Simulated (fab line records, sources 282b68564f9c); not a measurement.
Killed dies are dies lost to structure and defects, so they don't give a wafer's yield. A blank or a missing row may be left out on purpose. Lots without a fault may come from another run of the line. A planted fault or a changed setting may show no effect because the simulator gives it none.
A struck lot beside a sound one | flow rit_cmos | 27 steps out of a route of 202
Sound: wafers L404.2, L404.4, L404.5. Struck: wafer L415.6. (L415.3, L415.5 of the same lot were not struck and are left out.) The cause comes at the end.
At each step with rows: each side's tool, then ch and its chambers, then its first start. Under that, the readings that differ: sound wafers | struck wafers | difference of the means | sigmas: that difference in standard deviations of wafers without a fault.
alike: readings whose means differ by less than 2 such deviations, and words and numbers that are the same on both sides. not compared: withheld readings, readings that some wafer has no value for, bounds like >300 that may hide the same value, and numbers for which the record gives no deviation and whose values overlap.
The two part at a step that has a row with sigmas, a row that says differs or no value, or rows on one side only. Numbers that don't overlap but have no deviation are shown without sigmas and don't part them. A reading that every wafer of one side lacks parts them only if that side has two wafers or more.

first, 4 steps without rows for these wafers: RIT_CONTACT_SOFTBAKE_04 (time 60 s); RIT_CONTACT_EXPOSE_05 (exposes mask M11, target cd 1000 nm); RIT_CONTACT_PEB_06; RIT_CONTACT_DEVELOP_07 (develop time 120 s).
RIT_CONTACT_CD_MEAS_08: target cd 1000 nm.
  sound on cd_sem-02, day 4 03:50; struck on cd_sem-02, day 6 14:58
  alike: cd_nm
RIT_CONTACT_OVL_MEAS_09:
  sound on overlay-02, day 4 03:57; struck on overlay-01, day 6 15:04
  reading          | sound       | struck | difference | sigmas
  CONTACT_OVL (nm) | 4.6 3.8 5.3 | 0.9    | -3.7       | -2
then, 1 step without rows for these wafers: RIT_CONTACT_HARDBAKE_10 (time 60 s).
RIT_CONTACT_ETCH_11: etches SiO2 in CHF3/CF4/Ar, stops on TiSi2, target depth 480 nm, time 320 s.
  sound on rie_diel-03 ch 0,2, day 4 04:08; struck on rie_diel-02 ch 0, day 6 15:14
  alike: drypump_motor_current_A, oes_product_au, throttle_valve_pct
  not compared: rf_hours_counter_h
RIT_CONTACT_STRIP_12: strips in O2, time 180 s.
  sound on plasma_asher-02 ch 0,1, day 4 04:19; struck on plasma_asher-03 ch 0, day 6 15:29
  alike: drypump_motor_current_A
  not compared: rf_hours_counter_h
RIT_CONTACT_CD_MEAS_90: target cd 1000 nm.
  sound on cd_sem-01, day 4 04:31; struck on cd_sem-02, day 6 15:38
  alike: cd_nm
then, 2 steps without rows for these wafers: RIT_CONTACT_CLEAN_13 (cleans in SC1, time 600 s); RIT_CONTACT_CLEAN_14 (cleans in SC2, time 600 s).
RIT_M1_SPUTTER_00: material Al, target thk 400 nm, time 500 s.
  sound on pvd_sputter-03, day 4 04:59; struck on pvd_sputter-02, day 6 16:04
  reading                               | sound           | struck | difference | sigmas
  model.Al_of_M1_SPUTTER_00.thk_nm (nm) | 412.2 408 411.6 | 719.3  | +308.7     |
  alike: throttle_valve_pct
RIT_M1_RS_MEAS_01: measures by four-point-probe.
  sound on film_metro-03, day 4 05:18; struck on film_metro-03, day 6 16:24
  reading           | sound                | struck | difference | sigmas
  M1_AL_RS (ohm/sq) | 0.0711 0.0718 0.0712 | 0.0405 | -0.0309    | -37
RIT_M1_THK_MEAS_02: measures by xrf.
  sound on film_metro-03, day 4 05:25; struck on film_metro-03, day 6 16:30
  reading        | sound       | struck | difference | sigmas
  M1_AL_THK (nm) | 411 405 409 | 717    | +309       | +52
then, 6 steps without rows for these wafers: RIT_M1_HMDS_03 (prime time 60 s); RIT_M1_COAT_04 (resist thk 1300 nm); RIT_M1_SOFTBAKE_05 (time 60 s); RIT_M1_EXPOSE_06 (exposes mask M12, target cd 2600 nm); RIT_M1_PEB_07; RIT_M1_DEVELOP_08 (develop time 68 s).
RIT_M1_CD_MEAS_09: target cd 2600 nm.
  sound on cd_sem-02, day 4 06:37; struck on cd_sem-02, day 6 17:35
  alike: cd_nm
RIT_M1_OVL_MEAS_10:
  sound on overlay-02, day 4 06:43; struck on overlay-02, day 6 17:41
  alike: M1_OVL
then, 1 step without rows for these wafers: RIT_M1_HARDBAKE_11 (time 120 s).
RIT_M1_METAL_ETCH_12: etches Al in Cl2/BCl3, stops on SiO2, time 165 s, target depth 600 nm.
  sound on rie_metal-04 ch 0, day 4 06:59; struck on rie_metal-01 ch 0, day 6 18:17
  reading               | sound             | struck | difference | sigmas
  oes_product_au (a.u.) | 0.791 0.791 0.801 | 0.986  | +0.192     | +16
  alike: drypump_motor_current_A, throttle_valve_pct
  not compared: rf_hours_counter_h
then, 1 step without rows for these wafers: RIT_M1_STRIP_13 (strips in nmp, time 600 s).
RIT_M1_PROBE_99:
  sound on prober-01, day 4 09:18; struck on prober-01, day 6 20:44
  reading                               | sound              | struck | difference | sigmas
  defect_limited_yield (%)              | 99.2 97.0 97.3     | 0      | -98        | -89
  killed_at_M0_to_M3                    | 0 0 0              | 261    | +261       |
  killed_dies                           | 2 8 7              | 264    | +258       | +86
  killed_on_rim                         | 1 2 3              | 70     | +68        | +45
  sort_bin_5_function (%)               | 0.4 1.5 2.3        | 99.2   | +97.8      | +99 or more
  sort_n_pass                           | 262 256 257        | 0      | -258       | -86
  sort_yield_pct (%)                    | 99.2 97.0 97.3     | 0      | -98        | -89
  model.etest.tester.sort_n_pass        | 262 256 257        | 0      | -258       |
  model.etest.tester.sort_bin_5_pct (%) | 0.3788 1.515 2.273 | 99.24  | +97.85     |
  model.etest.tester.sort_yield_pct (%) | 99.24 96.97 97.35  | 0      | -98        |
  model.etest.contact_to_gate.short     | 0 0 0              | 1      | +1         |
  model.etest.diode_nplus_comb.short    | 0 0 0              | 1      | +1         |
  model.etest.iso_nwell_nwell.short     | 0 0 0              | 1      | +1         |
  model.etest.pldd.short                | 0 0 0              | 1      | +1         |
  model.etest.pmos_0p3.over_limit       | 0 0 0              | 1      | +1         |
  alike: killed_at_front_end, killed_open, killed_short, sort_bin_3_pad_short, sort_bin_6_memory

WHERE THEY PART
First at RIT_CONTACT_OVL_MEAS_09; last, within this record, at RIT_M1_PROBE_99.

WHY: what the simulator had put in
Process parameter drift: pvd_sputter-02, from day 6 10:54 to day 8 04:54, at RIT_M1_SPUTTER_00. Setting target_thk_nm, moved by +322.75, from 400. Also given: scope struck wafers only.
